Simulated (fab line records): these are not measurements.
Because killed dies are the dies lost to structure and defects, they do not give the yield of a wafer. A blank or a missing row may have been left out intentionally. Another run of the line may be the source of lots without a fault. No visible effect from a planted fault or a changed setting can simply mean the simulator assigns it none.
fab line records ; flow ritCmos
record: lots: 5; wafers: 15; lastDay: 7
route steps=202 shown SDANNEAL@156 PSD@157 NSD@158 PLDD@159 NLDD@160 SILICIDE@161 CONTACT@168 M1@202
lots that met no fault: from a run of the same line without faults
startH: hours from the record's first day to the start of the lot's first wafer shown ; waitH: hours elapsed since this lot's preceding step ; " as in the row above ; L1.1+2: a single row standing in for several wafers ; - no value, or no start given ; * or withheld: withheld ; < > ~ a bound
route shown NAME@n: names a module that has steps shown in the file, with the first one's number in the route ; usual: mean and standard deviation over wafers with no fault ; same: alike in all rows ; chamber/n: place in a boat ; sites: each site's reading ; _std_site: the values' standard deviation ; _edge_site: inner sites' mean taken away from outer sites' mean ; radiusMm: how far each site lies from the wafer's centre ; mask NAME#n: copy n ; behind: the most recent tool/chamber to have shaped the wafer ; hold: the reason the lot was held/the length of the hold in hours/how it ended ; device: the transistor (n, p or np) that didn't switch ; end of line: the route-end tests of the same wafers ; for a step that has no rows: nothing shown but its recipe ; killed: dies lost to structure and defects at the first sort, not the wafer's yield ; map: a wafer's dies, marking killed ones x, the rest . and places with no die _
set.NAME: the setting as run; set.NAME@STEP: as run at that earlier step ; model.NAME: the simulator's own value behind a step, which no gauge read
lots seen at some steps along the route; tables by step, rows by wafer
services: from which hour (startH, from the record's first day; less than 0 if before it) a tool's chamber was out of use, for how many hours, and why
== steps ==
step: RIT_SDANNEAL_RTA_03
recipe: tempC: 1050; timeS: 5; idleTempC: 600; rampUpCPerS: 342; rampDownCPerS: 171; coolToC: 600; ambient: N2
usual: wafer_temp_C_max: 1053.5/1.1
lot.wafer;tool;chamber;startH;waitH;wafer_temp_C_max
L582.1;rtpAnneal-01;0;64.40;0.0;1052.9
L582.3;rtpAnneal-01;0;64.40;0.0;1053.5
L582.5;rtpAnneal-01;0;64.40;0.0;1055.3
L583.1;rtpAnneal-02;0;67.05;0.0;1052.6
L583.2;rtpAnneal-02;0;67.05;0.0;1052.5
L583.6;rtpAnneal-02;0;67.05;0.0;1053.0
L592.3;rtpAnneal-01;0;107.95;0.0;1053.9
L592.4;rtpAnneal-01;0;107.95;0.0;1052.6
L592.6;rtpAnneal-01;0;107.95;0.0;1055.9
L597.2;rtpAnneal-02;0;133.07;0.0;1053.2
L597.3;rtpAnneal-02;0;133.07;0.0;1053.9
L597.4;rtpAnneal-02;0;133.07;0.0;1052.5
L603.1;rtpAnneal-02;0;160.28;0.0;1054.3
L603.3;rtpAnneal-02;0;160.28;0.0;1055.9
L603.4;rtpAnneal-02;0;160.28;0.0;1054.6
step: RIT_SDANNEAL_RS_MEAS_04
recipe: thkMeasGauge: four-point-probe
usual: PSD_RS: 115.78/0.28
lot.wafer;tool;chamber;startH;waitH;PSD_RS[ohm/sq]
L582.1;filmMetro-04;-;64.46;0.0;115.58
L582.3;filmMetro-04;-;64.46;0.0;116.23
L582.5;filmMetro-04;-;64.46;0.0;115.80
L583.1;filmMetro-02;-;67.11;0.0;115.81
L583.2;filmMetro-02;-;67.11;0.0;115.43
L583.6;filmMetro-02;-;67.11;0.0;116.04
L592.3;filmMetro-03;-;108.02;0.1;115.43
L592.4;filmMetro-03;-;108.02;0.1;115.61
L592.6;filmMetro-03;-;108.02;0.1;115.44
L597.2;filmMetro-02;-;133.14;0.1;115.58
L597.3;filmMetro-02;-;133.14;0.1;115.72
L597.4;filmMetro-02;-;133.14;0.1;116.00
L603.1;filmMetro-02;-;160.40;0.1;115.67
L603.3;filmMetro-02;-;160.40;0.1;115.75
L603.4;filmMetro-02;-;160.40;0.1;115.64
step: RIT_SDANNEAL_RS_MEAS_05
recipe: thkMeasGauge: four-point-probe
usual: NSD_RS: 84.42/0.23
lot.wafer;tool;chamber;startH;waitH;NSD_RS[ohm/sq]
L582.1;filmMetro-04;-;64.58;0.1;84.57
L582.3;filmMetro-04;-;64.58;0.1;84.55
L582.5;filmMetro-04;-;64.58;0.1;84.78
L583.1;filmMetro-02;-;67.23;0.1;84.57
L583.2;filmMetro-02;-;67.23;0.1;84.34
L583.6;filmMetro-02;-;67.23;0.1;84.71
L592.3;filmMetro-03;-;108.14;0.1;84.45
L592.4;filmMetro-03;-;108.14;0.1;84.50
L592.6;filmMetro-03;-;108.14;0.1;84.53
L597.2;filmMetro-02;-;133.26;0.1;84.44
L597.3;filmMetro-02;-;133.26;0.1;84.45
L597.4;filmMetro-02;-;133.26;0.1;84.55
L603.1;filmMetro-02;-;160.52;0.1;84.26
L603.3;filmMetro-02;-;160.52;0.1;84.81
L603.4;filmMetro-02;-;160.52;0.1;84.28
step: RIT_SDANNEAL_RS_MEAS_06
recipe: thkMeasGauge: four-point-probe
usual: PLDD_RS: 179.6/0.45
lot.wafer;tool;chamber;startH;waitH;PLDD_RS[ohm/sq]
L582.1;filmMetro-04;-;64.70;0.1;179.1
L582.3;filmMetro-04;-;64.70;0.1;179.7
L582.5;filmMetro-04;-;64.70;0.1;179.1
L583.1;filmMetro-02;-;67.35;0.1;180.3
L583.2;filmMetro-02;-;67.35;0.1;180.2
L583.6;filmMetro-02;-;67.35;0.1;180.2
L592.3;filmMetro-03;-;108.26;0.1;179.6
L592.4;filmMetro-03;-;108.26;0.1;179.3
L592.6;filmMetro-03;-;108.26;0.1;178.9
L597.2;filmMetro-02;-;133.38;0.1;179.5
L597.3;filmMetro-02;-;133.38;0.1;180.2
L597.4;filmMetro-02;-;133.38;0.1;179.5
L603.1;filmMetro-02;-;160.64;0.1;180.0
L603.3;filmMetro-02;-;160.64;0.1;180.1
L603.4;filmMetro-02;-;160.64;0.1;179.6
step: RIT_SDANNEAL_RS_MEAS_07
recipe: thkMeasGauge: four-point-probe
usual: NLDD_RS: 151.5/0.51
lot.wafer;tool;chamber;startH;waitH;NLDD_RS[ohm/sq]
L582.1;filmMetro-04;-;64.82;0.1;151.8
L582.3;filmMetro-04;-;64.82;0.1;151.7
L582.5;filmMetro-04;-;64.82;0.1;151.6
L583.1;filmMetro-02;-;67.47;0.1;152.0
L583.2;filmMetro-02;-;67.47;0.1;152.3
L583.6;filmMetro-02;-;67.47;0.1;151.9
L592.3;filmMetro-03;-;108.38;0.1;151.4
L592.4;filmMetro-03;-;108.38;0.1;151.4
L592.6;filmMetro-03;-;108.38;0.1;150.9
L597.2;filmMetro-02;-;133.50;0.1;151.2
L597.3;filmMetro-02;-;133.50;0.1;150.5
L597.4;filmMetro-02;-;133.50;0.1;151.1
L603.1;filmMetro-02;-;160.76;0.1;151.2
L603.3;filmMetro-02;-;160.76;0.1;151.6
L603.4;filmMetro-02;-;160.76;0.1;151.0
step: RIT_SILICIDE_WET_ETCH_00
recipe: chemistry: BOE; target: SiO2; targetDepthNm: 14; timeS: 15; dry: n2Spin; dilution: 10:1; tempC: 21.5
step: RIT_SILICIDE_SPUTTER_01
recipe: material: Ti; targetThkNm: 30; powerW: 358.6; chamberPressurePa: 0.667; gas: Ar; timeS: 240; substrateTempC: 25
usual: throttleValvePct: 30.4/0.94
lot.wafer;tool;chamber;startH;waitH;throttleValvePct
L582.1;pvdSputter-01;-;64.95;0.0;30.3
L582.3;pvdSputter-01;-;64.95;0.0;31.1
L582.5;pvdSputter-01;-;64.95;0.0;29.8
L583.1;pvdSputter-04;-;67.60;0.0;30.7
L583.2;pvdSputter-04;-;67.60;0.0;32.7
L583.6;pvdSputter-04;-;67.60;0.0;29.5
L592.3;pvdSputter-04;-;108.48;0.0;29.6
L592.4;pvdSputter-04;-;108.48;0.0;32.5
L592.6;pvdSputter-04;-;108.48;0.0;32.5
L597.2;pvdSputter-01;-;133.61;0.0;29.6
L597.3;pvdSputter-01;-;133.61;0.0;31.1
L597.4;pvdSputter-01;-;133.61;0.0;30.3
L603.1;pvdSputter-01;-;160.89;0.0;31.1
L603.3;pvdSputter-01;-;160.89;0.0;30.3
L603.4;pvdSputter-01;-;160.89;0.0;29.7
step: RIT_SILICIDE_RS_MEAS_02
recipe: thkMeasGauge: four-point-probe; reads: Ti_of_SILICIDE_SPUTTER_01
usual: SILICIDE_TI_RS: 46.2/0.72
lot.wafer;tool;chamber;startH;waitH;SILICIDE_TI_RS[ohm/sq]
L582.1;filmMetro-01;-;65.10;0.1;45.8
L582.3;filmMetro-01;-;65.10;0.1;45.5
L582.5;filmMetro-01;-;65.10;0.1;45.6
L583.1;filmMetro-03;-;67.77;0.1;46.6
L583.2;filmMetro-03;-;67.77;0.1;47.0
L583.6;filmMetro-03;-;67.77;0.1;47.9
L592.3;filmMetro-01;-;108.67;0.1;47.1
L592.4;filmMetro-01;-;108.67;0.1;46.3
L592.6;filmMetro-01;-;108.67;0.1;46.3
L597.2;filmMetro-01;-;133.78;0.1;45.6
L597.3;filmMetro-01;-;133.78;0.1;45.1
L597.4;filmMetro-01;-;133.78;0.1;45.5
L603.1;filmMetro-01;-;161.04;0.1;45.6
L603.3;filmMetro-01;-;161.04;0.1;45.7
L603.4;filmMetro-01;-;161.04;0.1;46.5
step: RIT_SILICIDE_THK_MEAS_03
recipe: thkMeasGauge: xrf; reads: Ti_of_SILICIDE_SPUTTER_01
usual: SILICIDE_TI_THK: 31.3/0.4
lot.wafer;tool;chamber;startH;waitH;SILICIDE_TI_THK[nm]
L582.1;filmMetro-01;-;65.22;0.1;31.7
L582.3;filmMetro-01;-;65.22;0.1;31.9
L582.5;filmMetro-01;-;65.22;0.1;31.9
L583.1;filmMetro-03;-;67.89;0.1;31.1
L583.2;filmMetro-03;-;67.89;0.1;30.9
L583.6;filmMetro-03;-;67.89;0.1;30.4
L592.3;filmMetro-01;-;108.77;0.1;31.1
L592.4;filmMetro-01;-;108.77;0.1;31.4
L592.6;filmMetro-01;-;108.77;0.1;31.3
L597.2;filmMetro-01;-;133.89;0.1;31.6
L597.3;filmMetro-01;-;133.89;0.1;31.8
L597.4;filmMetro-01;-;133.89;0.1;31.9
L603.1;filmMetro-01;-;161.16;0.1;31.8
L603.3;filmMetro-01;-;161.16;0.1;31.5
L603.4;filmMetro-01;-;161.16;0.1;31.2
step: RIT_SILICIDE_RTA_04
recipe: tempC: 650; timeS: 10; idleTempC: 25; rampUpS: 5; rampDownS: 5; coolToC: 25; ambient: N2
usual: wafer_temp_C_max: 653.2/0.61
lot.wafer;tool;chamber;startH;waitH;wafer_temp_C_max
L582.1;rtpAnneal-02;0;65.28;0.1;653.1
L582.3;rtpAnneal-02;0;65.28;0.1;653.2
L582.5;rtpAnneal-02;0;65.28;0.1;652.6
L583.1;rtpAnneal-02;0;67.95;0.1;652.7
L583.2;rtpAnneal-02;0;67.95;0.1;653.5
L583.6;rtpAnneal-02;0;67.95;0.1;653.6
L592.3;rtpAnneal-02;0;108.83;0.1;652.5
L592.4;rtpAnneal-02;0;108.83;0.1;653.4
L592.6;rtpAnneal-02;0;108.83;0.1;653.0
L597.2;rtpAnneal-01;0;133.95;0.1;652.0
L597.3;rtpAnneal-01;0;133.95;0.1;651.9
L597.4;rtpAnneal-01;0;133.95;0.1;653.0
L603.1;rtpAnneal-01;0;161.22;0.1;652.8
L603.3;rtpAnneal-01;0;161.22;0.1;652.8
L603.4;rtpAnneal-01;0;161.22;0.1;652.5
step: RIT_SILICIDE_WET_ETCH_05
recipe: chemistry: SPM; target: Ti; tempC: 90; timeS: 120; dry: n2Spin
step: RIT_SILICIDE_RTA_06
recipe: tempC: 750; timeS: 10; idleTempC: 25; rampUpS: 5; rampDownS: 10; coolToC: 25; ambient: N2
usual: wafer_temp_C_max: 753.7/0.71
lot.wafer;tool;chamber;startH;waitH;wafer_temp_C_max
L582.1;rtpAnneal-01;0;65.39;0.0;752.8
L582.3;rtpAnneal-01;0;65.39;0.0;753.2
L582.5;rtpAnneal-01;0;65.39;0.0;753.6
L583.1;rtpAnneal-01;0;68.10;0.0;753.9
L583.2;rtpAnneal-01;0;68.10;0.0;752.3
L583.6;rtpAnneal-01;0;68.10;0.0;754.5
L592.3;rtpAnneal-01;0;108.94;0.0;753.1
L592.4;rtpAnneal-01;0;108.94;0.0;755.0
L592.6;rtpAnneal-01;0;108.94;0.0;753.9
L597.2;rtpAnneal-02;0;134.06;0.0;754.4
L597.3;rtpAnneal-02;0;134.06;0.0;753.5
L597.4;rtpAnneal-02;0;134.06;0.0;753.7
L603.1;rtpAnneal-02;0;161.33;0.0;752.0
L603.3;rtpAnneal-02;0;161.33;0.0;753.4
L603.4;rtpAnneal-02;0;161.33;0.0;754.2
step: RIT_CONTACT_CVD_00
recipe: material: SiO2; targetThkNm: 400; precursor: TEOS; tempC: 390; timeS: 61; rfW: 400
usual: heaterPowerW: 313/50
lot.wafer;tool;chamber;startH;waitH;heaterPowerW
L582.1;pecvd-02;0;65.45;0.1;302
L582.3;pecvd-02;1;65.45;0.1;302
L582.5;pecvd-02;2;65.45;0.1;290
L583.1;pecvd-01;2;68.17;0.1;366
L583.2;pecvd-01;0;68.17;0.1;273
L583.6;pecvd-01;2;68.17;0.1;379
L592.3;pecvd-01;2;109.01;0.1;384
L592.4;pecvd-01;1;109.01;0.1;274
L592.6;pecvd-01;2;109.01;0.1;404
L597.2;pecvd-02;0;134.12;0.0;300
L597.3;pecvd-02;2;134.12;0.0;319
L597.4;pecvd-02;0;134.12;0.0;315
L603.1;pecvd-02;1;161.40;0.1;271
L603.3;pecvd-02;0;161.40;0.1;307
L603.4;pecvd-02;2;161.40;0.1;342
step: RIT_CONTACT_THK_MEAS_01
recipe: reads: SiO2_of_CONTACT_CVD_00
usual: CONTACT_TEOS_THK: 400/4.8
lot.wafer;tool;chamber;startH;waitH;CONTACT_TEOS_THK[nm]
L582.1;filmMetro-01;-;65.50;0.0;403
L582.3;filmMetro-01;-;65.50;0.0;399
L582.5;filmMetro-01;-;65.50;0.0;404
L583.1;filmMetro-02;-;68.22;0.0;398
L583.2;filmMetro-02;-;68.22;0.0;398
L583.6;filmMetro-02;-;68.22;0.0;409
L592.3;filmMetro-04;-;109.08;0.0;354
L592.4;filmMetro-04;-;109.08;0.0;397
L592.6;filmMetro-04;-;109.08;0.0;350
L597.2;filmMetro-02;-;134.18;0.0;397
L597.3;filmMetro-02;-;134.18;0.0;391
L597.4;filmMetro-02;-;134.18;0.0;404
L603.1;filmMetro-02;-;161.45;0.0;397
L603.3;filmMetro-02;-;161.45;0.0;404
L603.4;filmMetro-02;-;161.45;0.0;407
step: RIT_CONTACT_HMDS_02
recipe: primeTimeS: 60; primeTempC: 140
step: RIT_M1_PROBE_99
usual: killedAtFrontEnd: 6.6/2.8; killedDies: 6.6/2.8; killedOpen: 3.3/2; killedShort: 3.2/1.7
same: grossDies: 264; killed_at_M0_to_M3: 0; killed_at_M4_up: 0; killedAtBackSide: 0; killedAtContacts: 0; killedAtOther: 0
lot.wafer;tool;chamber;startH;waitH;killedAtFrontEnd;killedDies;killedOpen;killedShort
L582.1;prober-02;-;72.54;0.1;5;5;1;4
L582.3;prober-02;-;72.64;0.2;11;11;5;6
L582.5;prober-02;-;72.74;0.2;4;4;3;1
L583.1;prober-01;-;74.91;0.1;5;5;0;5
L583.2;prober-01;-;74.96;0.1;7;7;3;4
L583.6;prober-01;-;75.16;0.2;4;4;4;0
L592.3;prober-02;-;115.47;0.2;8;8;4;4
L592.4;prober-02;-;115.52;0.2;9;9;6;3
L592.6;prober-02;-;115.62;0.2;10;10;5;5
L597.2;prober-01;-;140.75;0.1;3;3;1;2
L597.3;prober-01;-;140.80;0.2;5;5;3;2
L597.4;prober-01;-;140.85;0.2;4;4;2;1
L603.1;prober-01;-;168.12;0.1;9;9;5;4
L603.3;prober-01;-;168.22;0.2;1;1;1;0
L603.4;prober-01;-;168.27;0.2;3;3;3;0
killed by level:class
L582.1 SILICIDE:geometricParticle:short=2 FOX1:geometricParticle:short=1 GATE:geometricParticle:open=1 GATE:geometricParticle:short=1
L582.3 SPACER:geometricParticle:short=3 FOX1:geometricParticle:open=2 SILICIDE:geometricParticle:short=2 GATE:geometricParticle:short=1 GATE:geometricParticle:open=1 SPACER:geometricParticle:open=1 SILICIDE:geometricParticle:open=1
L582.5 REOX:geometricParticle:open=2 REOX:geometricParticle:short=1 SILICIDE:geometricParticle:open=1
L583.1 FOX1:geometricParticle:short=2 GATE:geometricParticle:short=2 SILICIDE:geometricParticle:short=1
L583.2 FOX1:geometricParticle:short=2 FOX1:geometricParticle:open=1 GATE:geometricParticle:open=1 REOX:geometricParticle:short=1 SILICIDE:geometricParticle:short=1 SILICIDE:geometricParticle:open=1
L583.6 SILICIDE:geometricParticle:open=2 FOX2:geometricParticle:open=1 GATE:geometricParticle:open=1
L592.3 GATE:geometricParticle:open=2 GATE:geometricParticle:short=2 REOX:geometricParticle:short=2 FOX2:geometricParticle:open=1 SILICIDE:geometricParticle:open=1
L592.4 FOX1:geometricParticle:open=3 GATE:geometricParticle:open=2 FOX1:geometricParticle:short=1 GATE:geometricParticle:short=1 REOX:geometricParticle:open=1 SILICIDE:geometricParticle:short=1
L592.6 GATE:geometricParticle:open=3 GATE:geometricParticle:short=2 SPACER:geometricParticle:short=2 FOX1:geometricParticle:short=1 FOX2:geometricParticle:open=1 SPACER:geometricParticle:open=1
L597.2 SILICIDE:geometricParticle:short=2 GATE:geometricParticle:open=1
L597.3 GATE:geometricParticle:short=2 REOX:geometricParticle:open=2 GATE:geometricParticle:open=1
L597.4 GATE:geometricParticle:open=1 GATE:geometricParticle:short=1 SPACER:geometricParticle:open=1 NWELL:coatMicrobubblePrinted=1
L603.1 FOX2:geometricParticle:short=2 FOX2:geometricParticle:open=2 GATE:geometricParticle:open=2 GATE:geometricParticle:short=1 REOX:geometricParticle:open=1 SPACER:geometricParticle:short=1
L603.3 GATE:geometricParticle:open=1
L603.4 GATE:geometricParticle:open=2 SPACER:geometricParticle:open=1
== services ==
tool;chamber;startH;hours;kind
pvdSputter-01;-;46.64;0.7;repair
pecvd-01;-;89.32;6.0;pm
pecvd-01;0;99.99;13.7;repair
pecvd-01;1;136.30;19.4;repair
== key ==
firstSign: step: RIT_CONTACT_THK_MEAS_01; reading: CONTACT_TEOS_THK; direction: down; sigmas: 9.8; usual: 400; struck: 352
effect none on later readings
metAt RIT_CONTACT_CVD_00
struckWafers L592.3,L592.6
testerLeftOut L592
onsetBetween 68.17 109.01
fault: kind: siteProfileDrift; tool: pecvd-01; chamber: 2; onsetH: 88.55; steps: RIT_CONTACT_CVD_00; basis: fraction; maxAbsDrift: 0.28734; slopeSharePerHr: 63.853; sitePattern: 0,0,0,0,0,-1,-1,-1,-1
testerLeftOut: of these lots the tester's yield and bins aren't shown, on N5 and GAA mostly nor the transistor test; their killed dies are dies lost to structure and defects alone, not to doping, threshold or leakage, so they don't give the yield
